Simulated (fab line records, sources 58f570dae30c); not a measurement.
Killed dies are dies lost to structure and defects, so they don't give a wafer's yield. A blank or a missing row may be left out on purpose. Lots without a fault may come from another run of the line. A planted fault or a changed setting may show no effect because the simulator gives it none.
Which tool did it? | flow berkeley_cmos170 | 14 lots, 42 wafers sampled, at 4 steps of a route of 331

WHAT THE GAUGES READ, wafer by wafer
UCB170_M1_THK_MEAS_02: measures by xrf.
lot  | measured     | on            | M1_AL_THK (nm)
L897 | day 6 21:52  | film_metro-02 | 601 598 603
L898 | day 7 04:09  | film_metro-02 | 604 593 585
L900 | day 7 17:19  | film_metro-03 | 605 601 604
L902 | day 8 13:05  | film_metro-01 | 600 603 603
L903 | day 9 00:34  | film_metro-01 | 602 594 606
L907 | day 9 14:47  | film_metro-01 | 605 608 611
L908 | day 9 00:06  | film_metro-02 | 612 607 605
L906 | day 8 23:39  | film_metro-02 | 602 606 604
L909 | day 9 14:31  | film_metro-01 | 597 596 591
L910 | day 9 20:27  | film_metro-01 | 596 603 599
L914 | day 11 03:11 | film_metro-02 | 610 609 603
L915 | day 11 03:28 | film_metro-03 | 606 589 600
L919 | day 11 20:11 | film_metro-01 | 608 589 607
L920 | day 11 20:22 | film_metro-02 | 597 596 608

UCB170_M3_THK_MEAS_03: measures by xrf.
lot  | measured     | on            | M3_AL_THK (nm)
L897 | day 7 14:38  | film_metro-01 | 887 896 890
L898 | day 7 21:55  | film_metro-01 | 887 910 901
L900 | day 8 11:10  | film_metro-02 | 882 880 876
L902 | day 9 03:40  | film_metro-01 | 905 888 897
L903 | day 9 16:19  | film_metro-03 | 903 905 912
L907 | day 10 06:17 | film_metro-03 | 881 910 902
L908 | day 9 16:04  | film_metro-01 | 890 910 908
L906 | day 9 14:47  | film_metro-02 | 904 902 907
L909 | day 10 05:57 | film_metro-03 | 910 916 908
L910 | day 10 15:56 | film_metro-01 | 882 867 892
L914 | day 11 20:35 | film_metro-01 | 920 904 886
L915 | day 11 21:11 | film_metro-03 | 887 893 894
L919 | day 12 17:04 | film_metro-03 | 875 889 901
L920 | day 12 14:43 | film_metro-01 | 901 904 900

WHICH TOOL RAN EACH LOT (tool, then ch and the chambers of the sampled wafers, then the start)
lot  | UCB170_PWELL_PEB_11              | UCB170_V1_CVD_00
L897 | litho_track-03 ch 0, day 2 21:14 | pecvd-01 ch 0,2, day 7 03:53
L898 | litho_track-04 ch 0, day 3 02:32 | pecvd-01 ch 0,1,2, day 7 13:09
L900 | litho_track-03 ch 0, day 3 21:53 | pecvd-03 ch 0,1, day 7 21:45
L902 | litho_track-04 ch 0, day 4 02:47 | pecvd-03 ch 0,2, day 8 19:11
L903 | litho_track-03 ch 0, day 4 12:49 | pecvd-03 ch 0,1, day 9 07:18
L907 | litho_track-04 ch 0, day 5 03:36 | pecvd-04 ch 1,2, day 9 20:52
L908 | litho_track-03 ch 0, day 5 03:49 | pecvd-01 ch 0,1,2, day 9 07:08
L906 | litho_track-04 ch 0, day 5 04:02 | pecvd-03 ch 0,1,2, day 9 07:08
L909 | litho_track-03 ch 0, day 5 11:14 | pecvd-01 ch 0,1, day 9 20:52
L910 | litho_track-02 ch 0, day 5 19:05 | pecvd-03 ch 1,2, day 10 00:24
L914 | litho_track-04 ch 0, day 6 15:21 | pecvd-01 ch 0,1,2, day 11 12:16
L915 | litho_track-04 ch 0, day 6 19:43 | pecvd-04 ch 1,2, day 11 12:16
L919 | litho_track-02 ch 0, day 7 16:04 | pecvd-01 ch 0,1,2, day 12 01:38
L920 | litho_track-02 ch 0, day 7 21:35 | pecvd-03 ch 0,1, day 12 01:38
- UCB170_PWELL_PEB_11
- UCB170_V1_CVD_00: deposits SiO2 from TEOS/O2, target thk 2000 nm, time 250 s.

WHAT THE TOOLS THEMSELVES READ (means of the sampled wafers that have a number; where no wafer has one, the mark that the record gives instead)
UCB170_PWELL_PEB_11.
lot  | tool           | heater_power_total_W (W) | plate_temp_C (C)
L897 | litho_track-03 | 56.80                    | 129.89
L898 | litho_track-04 | 56.73                    | 130.08
L900 | litho_track-03 | 56.82                    | 129.97
L902 | litho_track-04 | 56.81                    | 130.05
L903 | litho_track-03 | 56.81                    | 129.95
L907 | litho_track-04 | 56.82                    | 129.96
L908 | litho_track-03 | 56.76                    | 130.02
L906 | litho_track-04 | 56.78                    | 129.84
L909 | litho_track-03 | 56.78                    | 130.01
L910 | litho_track-02 | 56.76                    | 130.00
L914 | litho_track-04 | 58.53                    | 132.99
L915 | litho_track-04 | 58.52                    | 133.18
L919 | litho_track-02 | 56.83                    | 130.13
L920 | litho_track-02 | 56.81                    | 130.15

UCB170_V1_CVD_00.
lot  | tool     | heater_power_w (W)
L897 | pecvd-01 | 266
L898 | pecvd-01 | 229
L900 | pecvd-03 | 266
L902 | pecvd-03 | 296
L903 | pecvd-03 | 269
L907 | pecvd-04 | 245
L908 | pecvd-01 | 229
L906 | pecvd-03 | 295
L909 | pecvd-01 | 218
L910 | pecvd-03 | 332
L914 | pecvd-01 | 254
L915 | pecvd-04 | 234
L919 | pecvd-01 | 245
L920 | pecvd-03 | 296

THE ANSWER, worked out from the rows above alone
Rule: what is usual is taken from the lots themselves. Put in order of their means at a reading, lots are off if they are a third of the lots or fewer, leave a main group of 4 or more, and stand apart from it by a gap of 3 or more times the standard deviation of the main group's means; of several such gaps the widest counts. A main group whose means are all the same, to the digits that the tables above print for the reading, isn't used. A lot without any number at a reading at which 4 lots or more have one is off too. The other lots that the step has rows for count as sound. The gauges are gone through in route order, then the tools' own readings, and for those a lot's mean is taken as printed above. The first step at which some lot is off is used, and at that step the reading that is off furthest; a lot without a number counts as furthest.
Off: L914, L915, at UCB170_PWELL_PEB_11 (heater_power_total_W). The main group: mean 56.79 W, standard deviation 0.029.
A tool fits if, at that step or a process step before it, it ran every lot that is off, and no sound lot after the first of them. One fits: litho_track-04 at UCB170_PWELL_PEB_11. Its last sound lot is L906 (day 5 04:02), its first lot that is off L914 (day 6 15:21): a fault that began between those two fits.
The tool's own readings at UCB170_PWELL_PEB_11 bear it out: on the lots that are off they differ by more than 5 times the standard deviation of the sound lots' means. heater_power_total_W reads 58.53 W there against 56.79 W on the sound lots; plate_temp_C reads 133.09 C there against 130.00 C on the sound lots.

WHAT THE SIMULATOR HAD PUT IN
Process parameter drift: litho_track-04, from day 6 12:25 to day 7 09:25, at UCB170_PWELL_PEB_11. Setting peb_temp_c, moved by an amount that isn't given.
Lots struck among those shown: L914, L915. The rule above found the same.
